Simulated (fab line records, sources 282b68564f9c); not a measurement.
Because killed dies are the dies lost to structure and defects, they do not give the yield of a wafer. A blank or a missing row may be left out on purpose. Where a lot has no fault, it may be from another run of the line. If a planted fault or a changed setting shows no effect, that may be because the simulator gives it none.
What tool caused it? ; flow rit_cmos ; Sampling: 14 lots, 42 wafers, 4 of 202 route steps

== WHAT THE GAUGES SHOWED, per wafer ==
RIT_NWELL_OVL_MEAS_06.
lot;measured;on;NWELL_OVL (nm)
L244;day 1 20:19;overlay-02;-0.5 -0.4 -2.4
L245;day 2 02:42;overlay-02;-0.5 -0.7 -1.3
L246;day 2 06:59;overlay-01;-2.4 -1.9 -3.7
L247;day 2 13:55;overlay-02;1.6 -0.1 0.6
L252;day 3 12:53;overlay-01;-2.2 0.0 0.9
L253;day 3 17:26;overlay-01;0.4 -1.8 -1.2
L254;day 4 04:01;overlay-01;-2.5 -1.3 -3.0
L255;day 4 05:03;overlay-01;-1.1 1.2 -0.5
L259;day 4 23:21;overlay-01;-0.4 -1.0 -1.8
L262;day 5 14:23;overlay-02;1.1 -1.8 0.7
L263;day 5 19:47;overlay-01;-0.4 -1.3 -0.8
L265;day 6 05:23;overlay-01;-1.6 -1.7 -3.6
L266;day 6 11:28;overlay-01;-1.5 -0.6 0.6
L267;day 6 17:28;overlay-01;-1.1 -1.3 -1.9

RIT_NRETRO_TW_MEAS_10.
lot;measured;on;NRETRO_TW
L244;day 2 05:53;film_metro-02;1062 1061 1073
L245;day 2 12:04;film_metro-02;1065 1059 1066
L246;day 2 18:32;film_metro-01;1069 1065 1067
L247;day 2 23:30;film_metro-01;1062 1062 1067
L252;day 3 22:33;film_metro-01;1061 1056 1059
L253;day 4 03:31;film_metro-02;1077 1066 1064
L254;day 4 13:22;film_metro-01;1071 1070 1072
L255;day 4 14:05;film_metro-02;1073 1065 1063
L259;day 5 08:29;film_metro-03;1057 1062 1060
L262;day 5 23:44;film_metro-02;1067 1068 1060
L263;day 6 04:58;film_metro-01;1061 1072 1062
L265;day 6 15:10;film_metro-01;1064 1063 1068
L266;day 6 20:38;film_metro-02;1064 1065 1065
L267;day 7 03:03;film_metro-01;1068 1070 1071

RIT_NSD_OVL_MEAS_06.
lot;measured;on;NSD_OVL (nm)
L244;day 3 03:04;overlay-01;-0.3 0.2 -0.6
L245;day 3 09:04;overlay-02;-1.1 0.5 -0.1
L246;day 3 11:27;overlay-02;-0.5 -0.6 -1.1
L247;day 3 18:28;overlay-01;0.4 -1.6 -1.6
L252;day 4 15:56;overlay-01;-0.2 1.7 0.6
L253;day 4 22:31;overlay-01;0.2 0.0 0.9
L254;day 5 06:14;overlay-01;-1.0 -1.1 -1.1
L255;day 5 07:20;overlay-01;1.5 2.7 1.6
L259;day 6 01:01;overlay-02;1.5 -0.8 -1.9
L262;day 6 17:28;overlay-02;0.1 1.1 -0.9
L263;day 6 23:29;overlay-02;-0.9 -0.7 -0.1
L265;day 7 10:07;overlay-01;-0.1 1.8 1.2
L266;day 7 15:28;overlay-02;-0.7 0.9 1.6
L267;day 7 23:05;overlay-02;0.9 2.2 0.0

== WHAT TOOL EACH LOT RAN ON (gives the tool, then ch and the chambers of the sampled wafers, and finally the start) ==
lot;RIT_PWELL_DEVELOP_05
L244;litho_track-03 ch 0, day 1 21:00
L245;litho_track-04 ch 0, day 2 04:00
L246;litho_track-03 ch 0, day 2 08:00
L247;litho_track-03 ch 0, day 2 15:00
L252;litho_track-03 ch 0, day 3 14:00
L253;litho_track-04 ch 0, day 3 18:00
L254;litho_track-04 ch 0, day 4 05:00
L255;litho_track-03 ch 0, day 4 06:00
L259;litho_track-01 ch 0, day 5 00:00
L262;litho_track-04 ch 0, day 5 15:00
L263;litho_track-04 ch 0, day 5 21:00
L265;litho_track-03 ch 0, day 6 07:00
L266;litho_track-01 ch 0, day 6 12:00
L267;litho_track-03 ch 0, day 6 18:00
- RIT_PWELL_DEVELOP_05: develop time 68 s.

== AS READ BY THE TOOLS THEMSELVES (means over the sampled wafers that have a number; for cases with no such wafer, the mark the record gives instead) ==
RIT_PWELL_DEVELOP_05.
lot;tool;developer_temp_C (C)
L244;litho_track-03;23.06
L245;litho_track-04;23.15
L246;litho_track-03;23.02
L247;litho_track-03;23.07
L252;litho_track-03;22.84
L253;litho_track-04;23.02
L254;litho_track-04;23.03
L255;litho_track-03;22.91
L259;litho_track-01;22.98
L262;litho_track-04;24.08
L263;litho_track-04;23.85
L265;litho_track-03;22.86
L266;litho_track-01;22.92
L267;litho_track-03;22.97

== THE ANSWER, worked out from the rows above alone ==
Rule: usual is defined by the lots themselves. Put in order of their means at a reading, lots are off if they are a third of the lots or fewer, leave a main group of 4 or more, and stand apart from it by a gap of 3 or more times the standard deviation of the main group's means; of several such gaps the widest counts. The tables above print the reading to a certain number of digits; a main group whose means all agree to those digits is not used. A lot without any number at a reading at which 4 lots or more have one is off too. Any other lot the step has rows for is counted as sound. First the gauges in route order, then the tools' own readings, where a lot's mean is used as printed above. At the first step where some lot is off, the reading lying furthest off is the one used; lots without a number count as furthest.
Off: L262, L263, at RIT_PWELL_DEVELOP_05 (developer_temp_C). The main group has a mean of 22.99 C with a standard deviation of 0.087.
A tool fits if, at that step or a process step before it, it ran every lot that is off, and no sound lot after the first of them. One fits: RIT_PWELL_DEVELOP_05 on litho_track-04. A fault onset in the window from L254 (day 4 05:00, its last sound lot) to L262 (day 5 15:00, its first lot off) fits.
On the lots that are off, the tool's own readings at RIT_PWELL_DEVELOP_05 differ by more than 5 times the standard deviation of the sound lots' means, which bears it out; developer_temp_C reads 23.96 C there versus 22.99 C on the sound lots.

== WHAT HAD BEEN PUT IN BY THE SIMULATOR ==
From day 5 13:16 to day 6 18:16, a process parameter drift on litho_track-04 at RIT_PWELL_DEVELOP_05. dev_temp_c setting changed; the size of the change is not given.
Struck lots among those shown: L262, L263. The same result came from the rule above.
